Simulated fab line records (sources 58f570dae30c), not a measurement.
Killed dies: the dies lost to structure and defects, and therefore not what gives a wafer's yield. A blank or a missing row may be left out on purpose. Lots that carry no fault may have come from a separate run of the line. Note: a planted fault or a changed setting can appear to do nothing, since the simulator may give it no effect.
Split-lot experiment :: flow berkeley cmos170 :: 27 wafers read from 5 lots, route of 331 steps

## THE SPLIT
At UCB170_FIELD_OXIDATION_01 (target thk 558.3 nm, ox time 7200 s), the setting ox time s was moved away from the recipe's 7200 s on 24 of the 27 wafers read, by -32.6% to +54.7%. The other wafers ran this setting at the recipe's value.

## FROM THE SPLIT TO THE READING: what the file shows between them, 9 steps
- UCB170_FIELD_THK_MEAS_02
- UCB170_FIELD_ANNEAL_03: time 1200 s
- UCB170_FIELD_WET_ETCH_04: etches SiO2 in dHF, time 60 s
- UCB170_FIELD_WET_ETCH_05: etches Si3N4 in H3PO4, time 12600 s
- UCB170_FIELD_WET_ETCH_06: etches SiO2 in BOE, time 22 s
- UCB170_FIELD_THK_MEAS_90
- UCB170_SACOX_CLEAN_00: cleans in dHF, time 7.5 s
- UCB170_SACOX_OXIDATION_01: target thk 14.4 nm, ox time 2400 s
- UCB170_GATE_WET_ETCH_00: etches SiO2 in dHF, time 200 s

## THE READING
FIELD_OXIDE_LEFT_2_THK (nm), taken at UCB170_FIELD_THK_MEAS_91. Typical for fault-free wafers on this fab line: 353 nm, with standard deviation 9.4 nm.

wafer: L076.1
tool, chamber at the split: -, -
ox time s as run, s: 4855
against the recipe: -32.6%
FIELD_OXIDE_LEFT_2_THK, nm: 229
against lot-mates on the recipe: no lot-mate on the recipe

wafer: L076.2
tool, chamber at the split: -, -
ox time s as run, s: 4855
against the recipe: -32.6%
FIELD_OXIDE_LEFT_2_THK, nm: 211
against lot-mates on the recipe: no lot-mate on the recipe

wafer: L076.3
tool, chamber at the split: -, -
ox time s as run, s: 4855
against the recipe: -32.6%
FIELD_OXIDE_LEFT_2_THK, nm: 215
against lot-mates on the recipe: no lot-mate on the recipe

wafer: L076.4
tool, chamber at the split: -, -
ox time s as run, s: 4855
against the recipe: -32.6%
FIELD_OXIDE_LEFT_2_THK, nm: 224
against lot-mates on the recipe: no lot-mate on the recipe

wafer: L076.5
tool, chamber at the split: -, -
ox time s as run, s: 4855
against the recipe: -32.6%
FIELD_OXIDE_LEFT_2_THK, nm: 228
against lot-mates on the recipe: no lot-mate on the recipe

wafer: L076.6
tool, chamber at the split: -, -
ox time s as run, s: 4855
against the recipe: -32.6%
FIELD_OXIDE_LEFT_2_THK, nm: 221
against lot-mates on the recipe: no lot-mate on the recipe

wafer: L078.1
tool, chamber at the split: -, -
ox time s as run, s: 11140
against the recipe: +54.7%
FIELD_OXIDE_LEFT_2_THK, nm: 522
against lot-mates on the recipe: no lot-mate on the recipe

wafer: L078.2
tool, chamber at the split: -, -
ox time s as run, s: 11140
against the recipe: +54.7%
FIELD_OXIDE_LEFT_2_THK, nm: 527
against lot-mates on the recipe: no lot-mate on the recipe

wafer: L078.3
tool, chamber at the split: -, -
ox time s as run, s: 11140
against the recipe: +54.7%
FIELD_OXIDE_LEFT_2_THK, nm: 523
against lot-mates on the recipe: no lot-mate on the recipe

wafer: L078.4
tool, chamber at the split: -, -
ox time s as run, s: 11140
against the recipe: +54.7%
FIELD_OXIDE_LEFT_2_THK, nm: 525
against lot-mates on the recipe: no lot-mate on the recipe

wafer: L078.5
tool, chamber at the split: -, -
ox time s as run, s: 11140
against the recipe: +54.7%
FIELD_OXIDE_LEFT_2_THK, nm: 535
against lot-mates on the recipe: no lot-mate on the recipe

wafer: L078.6
tool, chamber at the split: -, -
ox time s as run, s: 11140
against the recipe: +54.7%
FIELD_OXIDE_LEFT_2_THK, nm: 522
against lot-mates on the recipe: no lot-mate on the recipe

wafer: L081.2
tool, chamber at the split: furnace-02, 0
ox time s as run, s: 7200
against the recipe: recipe
FIELD_OXIDE_LEFT_2_THK, nm: 350
against lot-mates on the recipe: -

wafer: L081.5
tool, chamber at the split: furnace-02, 0
ox time s as run, s: 7200
against the recipe: recipe
FIELD_OXIDE_LEFT_2_THK, nm: 352
against lot-mates on the recipe: -

wafer: L081.6
tool, chamber at the split: furnace-02, 0
ox time s as run, s: 7200
against the recipe: recipe
FIELD_OXIDE_LEFT_2_THK, nm: 351
against lot-mates on the recipe: -

wafer: L082.1
tool, chamber at the split: -, -
ox time s as run, s: 5146
against the recipe: -28.5%
FIELD_OXIDE_LEFT_2_THK, nm: 256
against lot-mates on the recipe: no lot-mate on the recipe

wafer: L082.2
tool, chamber at the split: -, -
ox time s as run, s: 5146
against the recipe: -28.5%
FIELD_OXIDE_LEFT_2_THK, nm: 259
against lot-mates on the recipe: no lot-mate on the recipe

wafer: L082.3
tool, chamber at the split: -, -
ox time s as run, s: 5146
against the recipe: -28.5%
FIELD_OXIDE_LEFT_2_THK, nm: 263
against lot-mates on the recipe: no lot-mate on the recipe

wafer: L082.4
tool, chamber at the split: -, -
ox time s as run, s: 5146
against the recipe: -28.5%
FIELD_OXIDE_LEFT_2_THK, nm: 258
against lot-mates on the recipe: no lot-mate on the recipe

wafer: L082.5
tool, chamber at the split: -, -
ox time s as run, s: 5146
against the recipe: -28.5%
FIELD_OXIDE_LEFT_2_THK, nm: 257
against lot-mates on the recipe: no lot-mate on the recipe

wafer: L082.6
tool, chamber at the split: -, -
ox time s as run, s: 5146
against the recipe: -28.5%
FIELD_OXIDE_LEFT_2_THK, nm: 257
against lot-mates on the recipe: no lot-mate on the recipe

wafer: L084.1
tool, chamber at the split: -, -
ox time s as run, s: 8587
against the recipe: +19.3%
FIELD_OXIDE_LEFT_2_THK, nm: 413
against lot-mates on the recipe: no lot-mate on the recipe

wafer: L084.2
tool, chamber at the split: -, -
ox time s as run, s: 8587
against the recipe: +19.3%
FIELD_OXIDE_LEFT_2_THK, nm: 417
against lot-mates on the recipe: no lot-mate on the recipe

wafer: L084.3
tool, chamber at the split: -, -
ox time s as run, s: 8587
against the recipe: +19.3%
FIELD_OXIDE_LEFT_2_THK, nm: 421
against lot-mates on the recipe: no lot-mate on the recipe

wafer: L084.4
tool, chamber at the split: -, -
ox time s as run, s: 8587
against the recipe: +19.3%
FIELD_OXIDE_LEFT_2_THK, nm: 414
against lot-mates on the recipe: no lot-mate on the recipe

wafer: L084.5
tool, chamber at the split: -, -
ox time s as run, s: 8587
against the recipe: +19.3%
FIELD_OXIDE_LEFT_2_THK, nm: 415
against lot-mates on the recipe: no lot-mate on the recipe

wafer: L084.6
tool, chamber at the split: -, -
ox time s as run, s: 8587
against the recipe: +19.3%
FIELD_OXIDE_LEFT_2_THK, nm: 428
against lot-mates on the recipe: no lot-mate on the recipe

THE FIT
A straight line over all 27 wafers: FIELD_OXIDE_LEFT_2_THK changes by +3.39 nm for each +1% of ox time s; r = +1.00; the points scatter about the line by 11 nm.
Too few moved wafers with a lot-mate on the recipe to fit a line net of each lot's own level.

## THE WHOLE CHAIN: every reading that the file lists as answering this split, in the file's order
step: UCB170_FIELD_OXIDATION_01
what it does: target thk 558.3 nm, ox time 7200 s
reading: SiO2_of_FIELD_OXIDATION_01.thk nm (the simulator's own value, which no gauge read)
change (the file's fit): +3.43 nm for each +1% of the setting
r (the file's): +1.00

step: UCB170_FIELD_THK_MEAS_02
what it does: 
reading: FIELD_OXIDE_THK
change (the file's fit): +3.42 for each +1% of the setting
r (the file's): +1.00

step: UCB170_FIELD_THK_MEAS_90
what it does: 
reading: FIELD_OXIDE_LEFT_1_THK
change (the file's fit): +3.41 for each +1% of the setting
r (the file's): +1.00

step: UCB170_FIELD_THK_MEAS_91
what it does: 
reading: FIELD_OXIDE_LEFT_2_THK
change (the file's fit): +3.4 for each +1% of the setting
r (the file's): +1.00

step: UCB170_M3_PROBE_99
what it does: 
reading: etest.pldd.line ohm um (the simulator's own value, which no gauge read)
change (the file's fit): +16.3 for each +1% of the setting
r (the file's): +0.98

step: UCB170_M3_PROBE_99
what it does: 
reading: etest.nldd.line ohm um (the simulator's own value, which no gauge read)
change (the file's fit): +10.9 for each +1% of the setting
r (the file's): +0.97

step: UCB170_M3_PROBE_99
what it does: 
reading: etest.pldd.width nm (the simulator's own value, which no gauge read)
change (the file's fit): -4.05 nm for each +1% of the setting
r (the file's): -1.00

step: UCB170_M3_PROBE_99
what it does: 
reading: etest.nldd.width nm (the simulator's own value, which no gauge read)
change (the file's fit): -4.05 nm for each +1% of the setting
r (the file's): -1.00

## THE FILE'S OWN FIT
FIELD_OXIDE_LEFT_2_THK changes by +3.4 nm for each +1% of ox time s, r = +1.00.
